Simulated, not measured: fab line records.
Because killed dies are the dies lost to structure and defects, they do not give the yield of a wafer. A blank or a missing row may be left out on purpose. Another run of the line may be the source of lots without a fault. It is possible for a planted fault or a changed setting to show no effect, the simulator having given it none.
A struck lot beside a sound one :: flow rit cmos :: 27 out of 202 route steps
Sound: these wafers, L554.1, L554.5, L554.6. The struck wafers were L562.1, L562.2, L562.3. Last of all comes the cause.
Per side, at each step with rows, come the tool, then ch with its chambers, and then its first start. Under that, the readings that differ: sound wafers :: struck wafers :: difference of the means :: sigmas: that difference in standard deviations of wafers without a fault.
alike: same words and numbers on both sides, and readings whose means sit less than 2 such deviations apart. not compared: any withheld reading, any reading some wafer has no value for, any bound like >300 that may hide the same value, and any number with overlapping values for which the record gives no deviation.
A row with sigmas, a row that says differs or no value, or rows on one side alone: a step with any of these is where the two part. Numbers that don't overlap but have no deviation are shown without sigmas and don't part them. A reading that every wafer of one side lacks parts them only if that side has two wafers or more.

first, 4 steps without rows for these wafers: RIT_CONTACT_SOFTBAKE_04 (time 60 s); RIT_CONTACT_EXPOSE_05 (exposes mask M11, target cd 1000 nm); RIT_CONTACT_PEB_06; RIT_CONTACT_DEVELOP_07 (develop time 120 s).
RIT_CONTACT_CD_MEAS_08: the cd target is 1000 nm.
  sound on cd sem-01, day 3 18:38; struck on cd sem-01, day 5 06:28
  alike: cd nm
RIT_CONTACT_OVL_MEAS_09:
  sound on overlay-01, day 3 18:45; struck on overlay-02, day 5 06:35
reading: CONTACT_OVL (nm)
sound: -3.2 -4.6 -2.5
struck: 0.3 -0.5 -0.5
difference: +3.2
sigmas: +2
then, 1 step without rows for these wafers: RIT_CONTACT_HARDBAKE_10 (time 60 s).
RIT_CONTACT_ETCH_11: etches SiO2 in CHF3/CF4/Ar, stops on TiSi2, target depth 480 nm, time 320 s.
  sound on rie diel-02 ch 0,1, day 3 18:56; struck on rie diel-02 ch 0,1,3, day 5 06:52
  alike: O2_flow_sccm, drypump motor current A, oes product au, throttle valve pct
  not compared: rf hours counter h
RIT_CONTACT_STRIP_12: strips in O2, time 180 s.
  sound on plasma asher-03 ch 0,1, day 3 19:08; struck on plasma asher-03 ch 0,1, day 5 07:04
  alike: drypump motor current A, o2 flow sccm
  not compared: rf hours counter h
RIT_CONTACT_CD_MEAS_90: the cd target is 1000 nm.
  sound on cd sem-01, day 3 19:18; struck on cd sem-01, day 5 07:21
  alike: cd nm
then, 2 steps without rows for these wafers: RIT_CONTACT_CLEAN_13 (cleans in SC1, time 600 s); RIT_CONTACT_CLEAN_14 (cleans in SC2, time 600 s).
RIT_M1_SPUTTER_00: material Al, target thk 400 nm, time 487 s.
  sound on pvd sputter-01, day 3 19:47; struck on pvd sputter-01, day 5 07:50
reading: model.Al_of_M1_SPUTTER_00.thk nm (nm)
sound: 384.7 391.7 381.7
struck: 430.5 436 437.3
difference: +48.6
sigmas: 
  alike: cathode dc power W, throttle valve pct
RIT_M1_RS_MEAS_01: measurement is done with a four-point probe.
  sound on film metro-03, day 3 20:05; struck on film metro-01, day 5 08:08
reading: M1_AL_RS (ohm/sq)
sound: 0.0766 0.0751 0.0770
struck: 0.0680 0.0673 0.0671
difference: -0.0088
sigmas: -8
RIT_M1_THK_MEAS_02: measures by xrf.
  sound on film metro-03, day 3 20:12; struck on film metro-01, day 5 08:15
reading: M1_AL_THK (nm)
sound: 381 387 379
struck: 429 435 437
difference: +51
sigmas: +9
then, 6 steps without rows for these wafers: RIT_M1_HMDS_03 (prime time 60 s); RIT_M1_COAT_04 (resist thk 1300 nm); RIT_M1_SOFTBAKE_05 (time 60 s); RIT_M1_EXPOSE_06 (exposes mask M12, target cd 2600 nm); RIT_M1_PEB_07; RIT_M1_DEVELOP_08 (develop time 68 s).
RIT_M1_CD_MEAS_09: the cd target is 2600 nm.
  sound on cd sem-01, day 3 21:08; struck on cd sem-01, day 5 09:19
  alike: cd nm
RIT_M1_OVL_MEAS_10:
  sound on overlay-02, day 3 21:16; struck on overlay-01, day 5 09:26
  alike: M1_OVL
then, 1 step without rows for these wafers: RIT_M1_HARDBAKE_11 (time 120 s).
RIT_M1_METAL_ETCH_12: etches Al in Cl2/BCl3, stops on SiO2, time 165 s, target depth 600 nm.
  sound on rie metal-01 ch 0,1, day 3 21:33; struck on rie metal-02 ch 0,1, day 5 09:43
reading: oes product au (a.u.)
sound: 0.773 0.781 0.768
struck: 0.796 0.848 0.850
difference: +0.057
sigmas: +4
  alike: drypump motor current A, throttle valve pct
  not compared: rf hours counter h
then, 1 step without rows for these wafers: RIT_M1_STRIP_13 (strips in nmp, time 600 s).
RIT_M1_PROBE_99:
  sound on prober-01, day 3 23:48; struck on prober-01, day 5 11:58
  no value came back on the struck wafers for any of 7 readings (model.etest.nmos_0p15.junction log10 a um, model.etest.nmos_0p3.off log10 a um and others); on the sound wafers model.etest.nmos_0p15.junction log10 a um reads -13.62 -13.62 -13.68
reading: killed at front end
sound: 6 8 5
struck: 259 258 258
difference: +252
sigmas: +79

reading: killed dies
sound: 6 8 5
struck: 259 258 258
difference: +252
sigmas: +79

reading: killed on rim
sound: 2 1 1
struck: 66 69 67
difference: +66
sigmas: +47

reading: model.etest.pmos_0p15.short
sound: 0 0 0
struck: 1 1 1
difference: +1
sigmas: 
  alike: killed at contacts, killed open, killed short

## WHERE THEY PART
Earliest at RIT_CONTACT_OVL_MEAS_09; latest, in this record, at RIT_M1_PROBE_99.

WHY: what had been put in by the simulator
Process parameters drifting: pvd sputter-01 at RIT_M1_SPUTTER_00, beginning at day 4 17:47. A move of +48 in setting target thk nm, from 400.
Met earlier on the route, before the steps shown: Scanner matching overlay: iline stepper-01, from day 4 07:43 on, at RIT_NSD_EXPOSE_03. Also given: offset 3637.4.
